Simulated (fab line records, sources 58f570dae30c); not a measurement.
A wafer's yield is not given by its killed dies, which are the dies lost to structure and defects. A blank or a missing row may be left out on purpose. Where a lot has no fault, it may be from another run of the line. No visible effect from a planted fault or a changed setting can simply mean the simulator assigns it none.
fab line records + flow berkeley_cmos170
record:
- lots: 14
- wafers: 42
- last_day: 13
route steps=331 shown PLDD@150
lots that met no fault: from a run of the same line without faults
start_h: start of the lot's first displayed wafer, in hours after the record's first day + wait_h: hours elapsed since this lot's preceding step + " the same as in the row above + L1.1+2: a row that stands for several wafers + - value missing, or start not given + * or withheld: withheld + < > ~ a bound
route shown NAME@n: names a module that has steps shown in the file, with the first one's number in the route + usual: mean/standard deviation of fault-free wafers + same: alike in all rows + chamber/n: place in a boat + sites: per-site readings + _std_site: standard deviation across them + _edge_site: inner sites' mean taken away from outer sites' mean + radius_mm: how far each site lies from the wafer's centre + mask NAME#n: copy n + behind: tool/chamber where the wafer was last shaped + hold: why the lot was held/for how many hours/how that ended + device: which transistor (n, p or np) failed to switch + end of line: tests of these same wafers at the route's end + a step given without rows: its recipe and nothing more + killed: not the wafer's yield, but the dies lost to structure and defects at the first sort + map: a wafer's dies, marking killed ones x, the rest . and places with no die _
set.NAME: the setting as run; set.NAME@STEP: as run at that earlier step + model.NAME: the simulator's own value behind a step, which no gauge read
one table for each step of the route and one row for each wafer, over a sample of lots
== steps ==
step: UCB170_PLDD_DEVELOP_05
recipe:
- developer: TMAH
- develop_time_s: 45
- resist: KrF
- dev_temp_c: 21
usual:
- chill_plate_temp_C: 22.99/0.099
- develop_time_s: 45/0
| lot.wafer | tool           | chamber | start_h | wait_h | chill_plate_temp_C | develop_time_s |
|-----------|----------------|---------|---------|--------|--------------------|----------------|
| L776.3    | litho_track-03 | 0       | 150     | -      | 22.84              | 45             |
| L776.4    | "              | 0       | "       | "      | 23.13              | 45             |
| L776.6    | "              | 0       | "       | "      | 22.91              | 45             |
| L775.1    | litho_track-03 | 0       | 151     | -      | 23.19              | 45             |
| L775.2    | "              | 0       | "       | "      | 23.05              | 45             |
| L775.3    | "              | 0       | "       | "      | 23.13              | 45             |
| L778.1    | litho_track-04 | 0       | 166     | -      | 22.93              | 45             |
| L778.2    | "              | 0       | "       | "      | 22.98              | 45             |
| L778.3    | "              | 0       | "       | "      | 22.93              | 45             |
| L777.1    | litho_track-04 | 0       | 166     | -      | 22.99              | 45             |
| L777.3    | "              | 0       | "       | "      | 22.98              | 45             |
| L777.4    | "              | 0       | "       | "      | 22.88              | 45             |
| L782.2    | litho_track-03 | 0       | 191     | -      | 22.93              | 45             |
| L782.3    | "              | 0       | "       | "      | 23.05              | 45             |
| L782.5    | "              | 0       | "       | "      | 23.12              | 45             |
| L781.2    | litho_track-04 | 0       | 192     | -      | 22.91              | 45             |
| L781.5    | "              | 0       | "       | "      | 22.87              | 45             |
| L781.6    | "              | 0       | "       | "      | 22.94              | 45             |
| L786.1    | litho_track-04 | 0       | 192     | -      | 23.02              | 45             |
| L786.3    | "              | 0       | "       | "      | 23.01              | 45             |
| L786.5    | "              | 0       | "       | "      | 23.03              | 45             |
| L787.1    | litho_track-01 | -       | 197     | -      | -                  | -              |
| L787.3    | "              | -       | "       | "      | -                  | -              |
| L787.5    | "              | -       | "       | "      | -                  | -              |
| L788.2    | litho_track-03 | -       | 214     | -      | -                  | -              |
| L788.3    | "              | -       | "       | "      | -                  | -              |
| L788.6    | "              | -       | "       | "      | -                  | -              |
| L789.1    | litho_track-04 | 0       | 221     | -      | 23.04              | 45             |
| L789.5    | "              | 0       | "       | "      | 23.07              | 45             |
| L789.6    | "              | 0       | "       | "      | 23.15              | 45             |
| L792.2    | litho_track-03 | 0       | 228     | -      | 22.95              | 45             |
| L792.4    | "              | 0       | "       | "      | 22.97              | 45             |
| L792.5    | "              | 0       | "       | "      | 22.94              | 45             |
| L794.1    | litho_track-04 | 0       | 237     | -      | 23.00              | 45             |
| L794.2    | "              | 0       | "       | "      | 23.05              | 45             |
| L794.5    | "              | 0       | "       | "      | 22.99              | 45             |
| L797.2    | litho_track-03 | 0       | 260     | -      | 22.93              | 45             |
| L797.3    | "              | 0       | "       | "      | 22.96              | 45             |
| L797.6    | "              | 0       | "       | "      | 23.02              | 45             |
| L798.1    | litho_track-03 | 0       | 267     | -      | 23.11              | 45             |
| L798.2    | "              | 0       | "       | "      | 22.86              | 45             |
| L798.5    | "              | 0       | "       | "      | 23.07              | 45             |
== key ==
first_sign:
- step: UCB170_PLDD_DEVELOP_05
- reading: tool_record
- direction: missing
effect none on later readings
met_at UCB170_PLDD_DEVELOP_05
struck_lots L787,L788
sort_left_out L787.1,L787.3,L787.5,L788.2,L788.3,L788.6
tester_left_out L787,L788
onset_between 191 197
fault:
- kind: skipped_step_whole
- tool: litho_track-01,litho_track-03
- chamber: -
- onset_h: 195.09
- steps: UCB170_PLDD_DEVELOP_05
- scope: struck_lots_only
tester_left_out: of these lots the tester's yield and bins aren't shown, on N5 and GAA mostly nor the transistor test; their killed dies are dies lost to structure and defects alone, not to doping, threshold or leakage, so they don't give the yield
sort_left_out: the simulated sort isn't trusted on such a fault, so these wafers' sort isn't shown, and their yield isn't known
